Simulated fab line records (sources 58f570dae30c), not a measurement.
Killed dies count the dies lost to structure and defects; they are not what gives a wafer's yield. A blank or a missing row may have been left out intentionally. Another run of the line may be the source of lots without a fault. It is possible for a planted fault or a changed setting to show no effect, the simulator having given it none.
Lot-split experiment || flow berkeley-cmos170 || 5 lots, 23 wafers read, on a route of 331 steps

ON THE SPLIT
At UCB170_PVT_IMPLANT_07, the setting energy-kev was moved away from the recipe's 30 on 9 of the 23 wafers read, by -4.5% to -3.6%. The other wafers ran this setting at the recipe's value.

FROM THE SPLIT TO THE READING: what the file shows between them, 1 step
- UCB170_PVT_STRIP_08: strips in O2

THE READING
PVT_TW, at UCB170_PVT_TW_MEAS_09. Fault-free wafers of this fab line usually give 505.8, standard deviation 2.6.

{"wafer": "L074.1", "tool, chamber at the split": "implanter-04, 0", "energy-kev as run": 30, "against the recipe": "recipe", "PVT_TW": 509.0, "against lot-mates on the recipe": "-"}
{"wafer": "L074.2", "tool, chamber at the split": "implanter-04, 0", "energy-kev as run": 28.64, "against the recipe": "-4.5%", "PVT_TW": 497.6, "against lot-mates on the recipe": -10.0}
{"wafer": "L074.3", "tool, chamber at the split": "implanter-04, 0", "energy-kev as run": 28.64, "against the recipe": "-4.5%", "PVT_TW": 501.5, "against lot-mates on the recipe": -6.1}
{"wafer": "L074.4", "tool, chamber at the split": "implanter-04, 0", "energy-kev as run": 30, "against the recipe": "recipe", "PVT_TW": 506.3, "against lot-mates on the recipe": "-"}
{"wafer": "L074.6", "tool, chamber at the split": "implanter-04, 0", "energy-kev as run": 28.64, "against the recipe": "-4.5%", "PVT_TW": 500.4, "against lot-mates on the recipe": -7.2}
{"wafer": "L076.1", "tool, chamber at the split": "implanter-02, 0", "energy-kev as run": 30, "against the recipe": "recipe", "PVT_TW": 510.3, "against lot-mates on the recipe": "-"}
{"wafer": "L076.2", "tool, chamber at the split": "implanter-02, 0", "energy-kev as run": 28.91, "against the recipe": "-3.6%", "PVT_TW": 501.1, "against lot-mates on the recipe": -7.3}
{"wafer": "L076.3", "tool, chamber at the split": "implanter-02, 0", "energy-kev as run": 28.91, "against the recipe": "-3.6%", "PVT_TW": 501.4, "against lot-mates on the recipe": -7.0}
{"wafer": "L076.4", "tool, chamber at the split": "implanter-02, 0", "energy-kev as run": 30, "against the recipe": "recipe", "PVT_TW": 506.5, "against lot-mates on the recipe": "-"}
{"wafer": "L076.6", "tool, chamber at the split": "implanter-02, 0", "energy-kev as run": 28.91, "against the recipe": "-3.6%", "PVT_TW": 502.0, "against lot-mates on the recipe": -6.4}
{"wafer": "L079.1", "tool, chamber at the split": "implanter-02, 0", "energy-kev as run": 28.93, "against the recipe": "-3.6%", "PVT_TW": 498.2, "against lot-mates on the recipe": -2.8}
{"wafer": "L079.3", "tool, chamber at the split": "implanter-02, 0", "energy-kev as run": 28.93, "against the recipe": "-3.6%", "PVT_TW": 497.9, "against lot-mates on the recipe": -3.1}
{"wafer": "L079.4", "tool, chamber at the split": "implanter-02, 0", "energy-kev as run": 30, "against the recipe": "recipe", "PVT_TW": 502.2, "against lot-mates on the recipe": "-"}
{"wafer": "L079.5", "tool, chamber at the split": "implanter-02, 0", "energy-kev as run": 30, "against the recipe": "recipe", "PVT_TW": 499.9, "against lot-mates on the recipe": "-"}
{"wafer": "L079.6", "tool, chamber at the split": "implanter-02, 0", "energy-kev as run": 28.93, "against the recipe": "-3.6%", "PVT_TW": 495.3, "against lot-mates on the recipe": -5.7}
{"wafer": "L080.1", "tool, chamber at the split": "implanter-03, 0", "energy-kev as run": 30, "against the recipe": "recipe", "PVT_TW": 509.6, "against lot-mates on the recipe": "-"}
{"wafer": "L080.3", "tool, chamber at the split": "implanter-03, 0", "energy-kev as run": 30, "against the recipe": "recipe", "PVT_TW": 508.7, "against lot-mates on the recipe": "-"}
{"wafer": "L080.4", "tool, chamber at the split": "implanter-03, 0", "energy-kev as run": 30, "against the recipe": "recipe", "PVT_TW": 507.6, "against lot-mates on the recipe": "-"}
{"wafer": "L080.5", "tool, chamber at the split": "implanter-03, 0", "energy-kev as run": 30, "against the recipe": "recipe", "PVT_TW": 507.5, "against lot-mates on the recipe": "-"}
{"wafer": "L080.6", "tool, chamber at the split": "implanter-03, 0", "energy-kev as run": 30, "against the recipe": "recipe", "PVT_TW": 506.0, "against lot-mates on the recipe": "-"}
{"wafer": "L082.1", "tool, chamber at the split": "implanter-02, 0", "energy-kev as run": 30, "against the recipe": "recipe", "PVT_TW": 508.1, "against lot-mates on the recipe": "-"}
{"wafer": "L082.3", "tool, chamber at the split": "implanter-02, 0", "energy-kev as run": 30, "against the recipe": "recipe", "PVT_TW": 507.2, "against lot-mates on the recipe": "-"}
{"wafer": "L082.4", "tool, chamber at the split": "implanter-02, 0", "energy-kev as run": 30, "against the recipe": "recipe", "PVT_TW": 506.8, "against lot-mates on the recipe": "-"}

THE FIT
A straight line over all 23 wafers: PVT_TW changes by +1.82 for each +1% of energy-kev; r = +0.80; the points scatter about the line by 2.7.
The same after taking each lot's own level away (the mean of its wafers on the recipe; 23 wafers): +1.61 for each +1%; r = +0.90; scatter 1.5.
That fit puts the effect of the largest move of energy-kev on the reading at 7.3.
The lots' own levels span 501.05 to 508.40, that is 2.8 times the standard deviation above.
Hence the slope depends on the lot-to-lot level, as the two fits are not the same.
Check: for one of the wafers moved furthest among these (-4.5%), held out of the fit, the line's prediction against its lot-mates is -6.78. It came out at -10 against them.

OTHER SPLITS APPLIED TO THESE WAFERS
Note: prior to the reading, these wafers also went through further splits. Each is held against what the fit with the lots' levels taken away leaves over:
{"other split on the same wafers": "UCB170_START_OXIDATION_02 temp-c", "wafers away from the commonest value": 10, "r with PVT_TW (lot level and that fit taken away)": "+0.01"}
{"other split on the same wafers": "UCB170_NWELL_COAT_07 spin-rpm", "wafers away from the commonest value": 11, "r with PVT_TW (lot level and that fit taken away)": "+0.19"}
{"other split on the same wafers": "UCB170_NWELL_ETCH_13 time-s", "wafers away from the commonest value": 11, "r with PVT_TW (lot level and that fit taken away)": -0.06}
{"other split on the same wafers": "UCB170_PWELL_OXIDATION_02 ox-time-s", "wafers away from the commonest value": 15, "r with PVT_TW (lot level and that fit taken away)": "+0.34"}
{"other split on the same wafers": "UCB170_PFIELD_IMPLANT_07 energy-kev", "wafers away from the commonest value": 9, "r with PVT_TW (lot level and that fit taken away)": "+0.35"}
{"other split on the same wafers": "UCB170_SACOX_OXIDATION_01 ox-time-s", "wafers away from the commonest value": 18, "r with PVT_TW (lot level and that fit taken away)": -0.33}

THE WHOLE CHAIN: every reading that the file lists as answering this split, in the file's order
{"step": "UCB170_PVT_IMPLANT_07", "what it does": "", "reading": "implant.drp-nm (the simulator's own value, which no gauge read)", "change (the file's fit)": "+0.101 nm for each +1% of the setting", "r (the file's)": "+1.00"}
{"step": "UCB170_PVT_TW_MEAS_09", "what it does": "", "reading": "PVT_TW", "change (the file's fit)": "+1.6 for each +1% of the setting", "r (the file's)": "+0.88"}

THE FILE'S OWN FIT
PVT_TW changes by +1.6 for each +1% of energy-kev, r = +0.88.
